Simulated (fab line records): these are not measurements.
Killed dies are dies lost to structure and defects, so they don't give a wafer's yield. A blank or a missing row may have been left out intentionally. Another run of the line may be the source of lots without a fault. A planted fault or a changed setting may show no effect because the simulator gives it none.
fab line records -- flow rit-cmos
record: lots: 14, wafers: 42, last-day: 7
route steps=202 shown GATE@95 M1@202
lots that met no fault: taken from a fault-free run of the same line
start-h: hours from the record's first day to the start of the lot's first wafer shown -- wait-h: how many hours have passed since the lot's step before this one -- " repeats the value in the row above -- L1.1+2: one row covering several wafers at once -- - no value, or no start given -- * or withheld: withheld -- < > ~ a bound
route shown NAME@n: NAME is a module with steps in the file, n the number in the route of the first one -- usual: mean and standard deviation over wafers with no fault -- same: alike in all rows -- chamber/n: place in a boat -- sites: readings site by site -- _std_site: the standard deviation of these -- _edge_site: inner sites' mean taken away from outer sites' mean -- radius-mm: how far each site lies from the wafer's centre -- mask NAME#n: copy n -- behind: the last tool/chamber to shape the wafer -- hold: cause of the lot's hold/its duration in hours/its outcome -- device: transistor that didn't switch, given as n, p or np -- end of line: the same wafers' tests at the end of the route -- a step with no rows: only its recipe -- killed: count of dies lost to structure and defects at first sort (not the wafer's yield) -- map: a wafer's dies, marking killed ones x, the rest . and places with no die _
set.NAME: the setting as run; set.NAME@STEP: as run at that earlier step -- model.NAME: the simulator's own value behind a step, which no gauge read
the route's steps for a sample of lots (tables are steps, rows are wafers)
services: the hour from which a tool's chamber was out of use, counted from the record's first day as start-h (under 0 if before that day), plus the number of hours and why
== steps ==
step: RIT_GATE_ETCH_19
recipe: chemistry: SF6/CHF3/O2, time-s: 165, SF6_flow_sccm: 30, CHF3_flow_sccm: 30, O2_flow_sccm: 5, target: poly-Si, pressure-mtorr: 40, rf-w: 160, target-depth-a: 3125, over-etch-frac: 0.25, stop-on: SiO2
usual: chamber-pressure-mTorr: 40.00/0.038, drypump-motor-current-A: 5.7/0.36, he-backside-leak-sccm: 2.7/0.33, oes-product-au: 0.841/0.01, throttle-valve-pct: 10.27/0.15
lot.wafer,tool,chamber,start-h,wait-h,chamber-pressure-mTorr,drypump-motor-current-A,he-backside-leak-sccm,oes-product-au,rf-hours-counter-h,throttle-valve-pct
L665.1,rie-si-01,1,38.38,0.1,40.03,6.3,2.6,0.853,6,10.26
L665.2,rie-si-01,0,38.38,0.1,40.00,5.7,2.5,0.842,52,10.40
L665.3,rie-si-01,2,38.38,0.1,40.03,5.4,2.8,0.859,152,10.15
L666.2,rie-si-02,1,41.31,0.1,39.95,5.7,2.4,0.840,3,10.17
L666.3,rie-si-02,2,41.31,0.1,39.98,5.9,2.9,0.836,1,10.16
L666.4,rie-si-02,3,41.31,0.1,40.02,5.8,3.2,0.852,72,10.10
L667.1,rie-si-01,0,48.39,0.1,39.97,5.7,2.5,0.833,52,10.42
L667.2,rie-si-01,3,48.39,0.1,39.98,6.0,2.6,0.837,1,10.55
L667.5,rie-si-01,3,48.39,0.1,39.94,6.0,2.6,0.833,-,10.55
L669.1,rie-si-01,3,58.94,0.1,39.98,6.0,2.6,0.830,1,10.54
L669.4,rie-si-01,0,58.94,0.1,39.98,5.7,2.6,0.827,52,10.40
L669.5,rie-si-01,0,58.94,0.1,40.01,5.7,2.6,0.834,-,10.40
L671.1,rie-si-01,0,66.27,0.1,40.02,5.7,2.5,0.838,53,10.40
L671.2,rie-si-01,2,66.27,0.1,40.01,5.4,2.8,0.852,153,10.13
L671.6,rie-si-01,3,66.27,0.1,39.89,6.0,2.6,0.823,-,10.54
L672.1,rie-si-02,1,72.55,0.1,39.97,5.7,2.5,0.827,3,10.16
L672.3,rie-si-02,2,72.55,0.1,39.98,5.9,2.9,0.831,2,10.16
L672.4,rie-si-02,0,72.55,0.1,39.95,5.0,3.0,0.822,93,10.26
L673.1,rie-si-01,1,76.45,0.1,40.04,6.2,2.6,0.840,6,10.27
L673.3,rie-si-01,0,76.45,0.1,39.94,5.7,2.4,0.840,53,10.41
L673.6,rie-si-01,2,76.45,0.1,40.01,5.4,2.8,0.857,-,10.13
L675.1,rie-si-01,2,86.71,0.1,40.02,5.4,2.8,0.849,153,10.14
L675.3,rie-si-01,3,86.71,0.1,40.04,6.0,2.5,0.836,2,10.54
L675.5,rie-si-01,1,86.71,0.1,39.93,6.3,2.8,0.839,-,10.29
L676.1,rie-si-01,2,91.40,0.1,39.97,5.4,2.9,0.854,153,10.13
L676.4,rie-si-01,0,91.40,0.1,40.00,5.7,2.5,0.827,53,10.40
L676.5,rie-si-01,3,91.40,0.1,40.00,6.0,2.5,0.834,-,10.54
L680.1,rie-si-02,2,111.61,0.1,40.00,5.9,2.9,0.832,2,10.16
L680.4,rie-si-02,1,111.61,0.1,40.01,5.7,4.8,0.843,3,10.16
L680.6,rie-si-02,2,111.61,0.1,39.96,6.0,2.9,0.826,-,10.19
L683.2,rie-si-01,2,126.90,0.1,39.99,5.4,2.6,0.880,0,10.13
L683.4,rie-si-01,0,126.90,0.1,40.05,5.7,2.5,0.840,53,10.41
L683.5,rie-si-01,3,126.90,0.1,39.91,6.0,2.5,0.852,-,10.56
L685.1,rie-si-01,2,139.05,0.1,40.01,5.4,2.6,0.874,0,10.14
L685.4,rie-si-01,1,139.05,0.1,39.95,6.3,2.7,0.846,6,10.26
L685.6,rie-si-01,2,139.05,0.1,40.03,5.4,2.7,0.864,-,10.14
L686.2,rie-si-02,1,142.41,0.1,40.01,5.7,2.4,0.840,4,10.17
L686.3,rie-si-02,3,142.41,0.1,40.01,5.8,3.2,0.852,73,10.12
L686.4,rie-si-02,2,142.41,0.1,39.95,5.9,2.9,0.835,2,10.18
L688.3,rie-si-02,2,154.98,0.1,40.01,5.9,2.7,0.832,2,10.18
L688.4,rie-si-02,3,154.98,0.1,39.99,5.9,3.3,0.844,73,10.11
L688.6,rie-si-02,3,154.98,0.1,39.98,5.8,3.2,0.842,-,10.09
step: RIT_M1_PROBE_99
usual: killed-at-contacts: 0.1/0.24, killed-at-front-end: 7/3, killed-dies: 7/3, killed-on-rim: 1.9/1.4, killed-open: 3.2/1.8, killed-short: 3.5/2.1
same: gross-dies: 264, killed_at_M0_to_M3: 0, killed_at_M4_up: 0, killed-at-back-side: 0, killed-at-other: 0
lot.wafer,tool,chamber,start-h,wait-h,killed-at-contacts,killed-at-front-end,killed-dies,killed-on-rim,killed-open,killed-short
L675.1,prober-02,-,107.09,0.1,0,4,4,0,4,0
L675.3,prober-02,-,107.19,0.2,0,3,3,2,3,0
L675.5,prober-02,-,107.29,0.2,1,5,6,3,2,4
L683.2,prober-02,-,147.91,0.1,0,38,38,9,1,6
L683.4,prober-02,-,148.01,0.2,0,25,25,9,3,0
L683.5,prober-02,-,148.06,0.2,0,43,43,4,6,7
L685.1,prober-02,-,159.47,0.1,0,38,38,8,4,3
L685.4,prober-02,-,159.62,0.2,0,36,36,4,3,7
L685.6,prober-02,-,159.72,0.2,0,38,38,7,2,5
killed by level:class
L675.1 GATE:geometric-particle:open=2 SPACER:geometric-particle:open=1 SILICIDE:geometric-particle:open=1
L675.3 ACTIVE:geometric-particle:open=1 REOX:geometric-particle:open=1 SILICIDE:geometric-particle:open=1
L675.5 FOX1:geometric-particle:open=1 FOX2:geometric-particle:short=1 REOX:geometric-particle:short=1 SPACER:geometric-particle:short=1 SILICIDE:geometric-particle:short=1 CONTACT:geometric-particle:open=1
L683.2 GATE:unspecified=31 FOX2:geometric-particle:short=4 GATE:geometric-particle:short=2 FOX2:geometric-particle:open=1
L683.4 GATE:unspecified=22 FOX2:geometric-particle:open=1 GATE:geometric-particle:open=1 SILICIDE:geometric-particle:open=1
L683.5 GATE:unspecified=30 GATE:geometric-particle:open=3 GATE:geometric-particle:short=3 FOX1:geometric-particle:short=2 SILICIDE:geometric-particle:open=2 FOX2:geometric-particle:open=1 FOX2:geometric-particle:short=1 REOX:geometric-particle:short=1
L685.1 GATE:unspecified=31 GATE:geometric-particle:short=3 GATE:geometric-particle:open=2 SILICIDE:geometric-particle:open=2
L685.4 GATE:unspecified=26 FOX1:geometric-particle:short=2 SILICIDE:geometric-particle:short=2 FOX1:geometric-particle:open=1 FOX2:geometric-particle:short=1 GATE:geometric-particle:short=1 GATE:geometric-particle:open=1 REOX:geometric-particle:open=1
L685.6 GATE:unspecified=31 FOX1:geometric-particle:open=1 FOX2:geometric-particle:short=1 GATE:geometric-particle:short=1 REOX:geometric-particle:short=1 SPACER:geometric-particle:short=1 SILICIDE:geometric-particle:short=1 SILICIDE:geometric-particle:open=1
== services ==
tool,chamber,start-h,hours,kind
rie-si-01,1,44.13,4.1,repair
rie-si-02,-,56.12,0.7,repair
rie-si-02,-,84.38,14.6,pm
rie-si-01,2,98.30,-,clean
rie-si-01,2,98.30,20.1,scheduled-down
rie-si-01,2,98.30,20.1,vent-cycle
rie-si-01,-,121.14,1.0,repair
== key ==
first-sign: step: RIT_M1_PROBE_99, reading: killed-at-front-end, direction: up, sigmas: 9.7, usual: 7, struck: 36
effect: step: RIT_M1_PROBE_99, reading: killed-dies, direction: up, sigmas: 9.7, usual: 7, struck: 36
met-at RIT_GATE_ETCH_19
struck-lots L683,L685
tester-left-out L683,L685
onset-between 91.40 126.90
fault: kind: chamber-particle-source, tool: rie-si-01, chamber: -, onset-h: 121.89, steps: RIT_GATE_ETCH_19, rate-per-visit-cm2: 0.76825, end-h: 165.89
tester-left-out: of these lots the tester's yield and bins aren't shown, on N5 and GAA mostly nor the transistor test; their killed dies are dies lost to structure and defects alone, not to doping, threshold or leakage, so they don't give the yield
